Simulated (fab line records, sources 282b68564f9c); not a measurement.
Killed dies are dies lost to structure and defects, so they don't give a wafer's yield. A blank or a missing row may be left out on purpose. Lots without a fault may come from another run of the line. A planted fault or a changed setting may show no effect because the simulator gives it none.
A struck lot beside a sound one | flow rit_cmos | 43 steps out of a route of 202
Sound: wafers L868.1, L868.3, L868.4. Struck: wafers L874.1, L874.5, L874.6. The cause comes at the end.
At each step with rows: each side's tool, then ch and its chambers, then its first start. Under that, the readings that differ: sound wafers | struck wafers | difference of the means | sigmas: that difference in standard deviations of wafers without a fault.
alike: readings whose means differ by less than 2 such deviations, and words and numbers that are the same on both sides. not compared: withheld readings, readings that some wafer has no value for, bounds like >300 that may hide the same value, and numbers for which the record gives no deviation and whose values overlap.
The two part at a step that has a row with sigmas, a row that says differs or no value, or rows on one side only. Numbers that don't overlap but have no deviation are shown without sigmas and don't part them. A reading that every wafer of one side lacks parts them only if that side has two wafers or more.

first, 4 steps without rows for these wafers: RIT_SDANNEAL_CLEAN_00 (cleans in SC1, time 600 s); RIT_SDANNEAL_CLEAN_01 (cleans in dHF, time 30 s); RIT_SDANNEAL_CLEAN_02 (cleans in SC2, time 600 s); RIT_SDANNEAL_RTA_03 (time 5 s).
RIT_SDANNEAL_RS_MEAS_04: measures by four-point-probe.
  sound on film_metro-04, day 4 17:34; struck on film_metro-03, day 5 20:47
  alike: PSD_RS
RIT_SDANNEAL_RS_MEAS_05: measures by four-point-probe.
  sound on film_metro-04, day 4 17:41; struck on film_metro-03, day 5 20:54
  alike: NSD_RS
RIT_SDANNEAL_RS_MEAS_06: measures by four-point-probe.
  sound on film_metro-04, day 4 17:49; struck on film_metro-03, day 5 21:01
  reading          | sound             | struck            | difference | sigmas
  PLDD_RS (ohm/sq) | 178.7 178.6 178.2 | 179.6 179.7 178.7 | +0.8       | +2
RIT_SDANNEAL_RS_MEAS_07: measures by four-point-probe.
  sound on film_metro-04, day 4 17:56; struck on film_metro-03, day 5 21:08
  reading          | sound             | struck            | difference | sigmas
  NLDD_RS (ohm/sq) | 151.4 151.2 151.1 | 152.6 152.7 152.5 | +1.4       | +3
then, 1 step without rows for these wafers: RIT_SILICIDE_WET_ETCH_00 (etches SiO2 in BOE, target depth 14 nm, time 15 s).
RIT_SILICIDE_SPUTTER_01: material Ti, target thk 30 nm, time 228.9 s.
  sound on pvd_sputter-03, day 4 18:04; struck on pvd_sputter-02, day 5 21:16
  reading                | sound          | struck         | difference | sigmas
  throttle_valve_pct (%) | 32.4 29.7 31.5 | 28.4 28.3 27.8 | -3.0       | -2
RIT_SILICIDE_RS_MEAS_02: measures by four-point-probe.
  sound on film_metro-03, day 4 18:13; struck on film_metro-04, day 5 21:25
  alike: SILICIDE_TI_RS
RIT_SILICIDE_THK_MEAS_03: measures by xrf.
  sound on film_metro-03, day 4 18:20; struck on film_metro-04, day 5 21:32
  alike: SILICIDE_TI_THK
RIT_SILICIDE_RTA_04: time 10 s, ramp up 5 s, ramp down 5 s.
  sound on rtp_anneal-01 ch 0, day 4 18:24; struck on rtp_anneal-01 ch 0, day 5 21:36
  alike: wafer_temp_C_max
then, 1 step without rows for these wafers: RIT_SILICIDE_WET_ETCH_05 (etches Ti in SPM, time 120 s).
RIT_SILICIDE_RTA_06: time 10 s, ramp up 5 s, ramp down 10 s.
  sound on rtp_anneal-02 ch 0, day 4 18:30; struck on rtp_anneal-02 ch 0, day 5 21:43
  alike: wafer_temp_C_max
RIT_CONTACT_CVD_00: deposits SiO2 from TEOS, target thk 400 nm, time 61 s.
  sound on pecvd-01 ch 0,1,2, day 4 18:34; struck on pecvd-01 ch 0,2, day 5 21:47
  alike: heater_power_w
RIT_CONTACT_THK_MEAS_01:
  sound on film_metro-02, day 4 18:37; struck on film_metro-02, day 5 21:50
  alike: CONTACT_TEOS_THK
then, 6 steps without rows for these wafers: RIT_CONTACT_HMDS_02 (prime time 60 s); RIT_CONTACT_COAT_03 (resist thk 1000 nm); RIT_CONTACT_SOFTBAKE_04 (time 60 s); RIT_CONTACT_EXPOSE_05 (exposes mask M11, target cd 1000 nm); RIT_CONTACT_PEB_06; RIT_CONTACT_DEVELOP_07 (develop time 125.5 s).
RIT_CONTACT_CD_MEAS_08: target cd 1000 nm.
  sound on cd_sem-01, day 4 19:39; struck on cd_sem-02, day 5 22:59
  alike: cd_nm
RIT_CONTACT_OVL_MEAS_09:
  sound on overlay-02, day 4 19:46; struck on overlay-02, day 5 23:07
  alike: CONTACT_OVL
then, 2 steps without rows for these wafers: RIT_CONTACT_HARDBAKE_10 (time 60 s); RIT_CONTACT_ETCH_11 (etches SiO2 in CHF3/CF4/Ar, stops on TiSi2, target depth 480 nm, time 320 s).
RIT_CONTACT_STRIP_12: strips in O2, time 180 s.
  sound on plasma_asher-03 ch 0,1, day 4 20:09; struck on plasma_asher-01 ch 0,1, day 5 23:29
  alike: drypump_motor_current_A, o2_flow_sccm
  not compared: rf_hours_counter_h
RIT_CONTACT_CD_MEAS_90: target cd 1000 nm.
  sound on cd_sem-01, day 4 20:19; struck on cd_sem-01, day 5 23:40
  alike: cd_nm
then, 2 steps without rows for these wafers: RIT_CONTACT_CLEAN_13 (cleans in SC1, time 600 s); RIT_CONTACT_CLEAN_14 (cleans in SC2, time 600 s).
RIT_M1_SPUTTER_00: material Al, target thk 400 nm, time 488.3 s.
  sound on pvd_sputter-04, day 4 20:47; struck on pvd_sputter-04, day 6 00:09
  alike: throttle_valve_pct
RIT_M1_RS_MEAS_01: measures by four-point-probe.
  sound on film_metro-04, day 4 21:05; struck on film_metro-03, day 6 00:26
  reading           | sound                | struck               | difference | sigmas
  M1_AL_RS (ohm/sq) | 0.0735 0.0738 0.0743 | 0.0758 0.0758 0.0760 | +0.0020    | +2
RIT_M1_THK_MEAS_02: measures by xrf.
  sound on film_metro-04, day 4 21:13; struck on film_metro-03, day 6 00:34
  alike: M1_AL_THK
then, 6 steps without rows for these wafers: RIT_M1_HMDS_03 (prime time 60 s); RIT_M1_COAT_04 (resist thk 1300 nm); RIT_M1_SOFTBAKE_05 (time 60 s); RIT_M1_EXPOSE_06 (exposes mask M12, target cd 2600 nm); RIT_M1_PEB_07; RIT_M1_DEVELOP_08 (develop time 70.99 s).
RIT_M1_CD_MEAS_09: target cd 2600 nm.
  sound on cd_sem-02, day 4 22:09; struck on cd_sem-02, day 6 01:34
  alike: cd_nm
RIT_M1_OVL_MEAS_10:
  sound on overlay-02, day 4 22:16; struck on overlay-02, day 6 01:41
  alike: M1_OVL
RIT_M1_PROBE_99:
  sound on prober-01, day 5 00:58; struck on prober-01, day 6 04:37
  alike: killed_at_front_end, killed_dies, killed_open, killed_short
  not compared: model.etest.npoly_line.rs_ohm_sq, model.etest.ppoly_line.rs_ohm_sq, model.etest.npoly_sal.rs_ohm_sq, model.etest.ppoly_sal.rs_ohm_sq, model.etest.nplus_sal.rs_ohm_sq, model.etest.pplus_sal.rs_ohm_sq, model.etest.pplus_sal.line_ohm_um, model.etest.nplus_sal.line_ohm_um

WHERE THEY PART
First at RIT_SDANNEAL_RS_MEAS_06; last, within this record, at RIT_M1_RS_MEAS_01. Later steps at which nothing parts them and some readings are alike: RIT_M1_THK_MEAS_02, RIT_M1_CD_MEAS_09, RIT_M1_OVL_MEAS_10, RIT_M1_PROBE_99.

WHY: what the simulator had put in
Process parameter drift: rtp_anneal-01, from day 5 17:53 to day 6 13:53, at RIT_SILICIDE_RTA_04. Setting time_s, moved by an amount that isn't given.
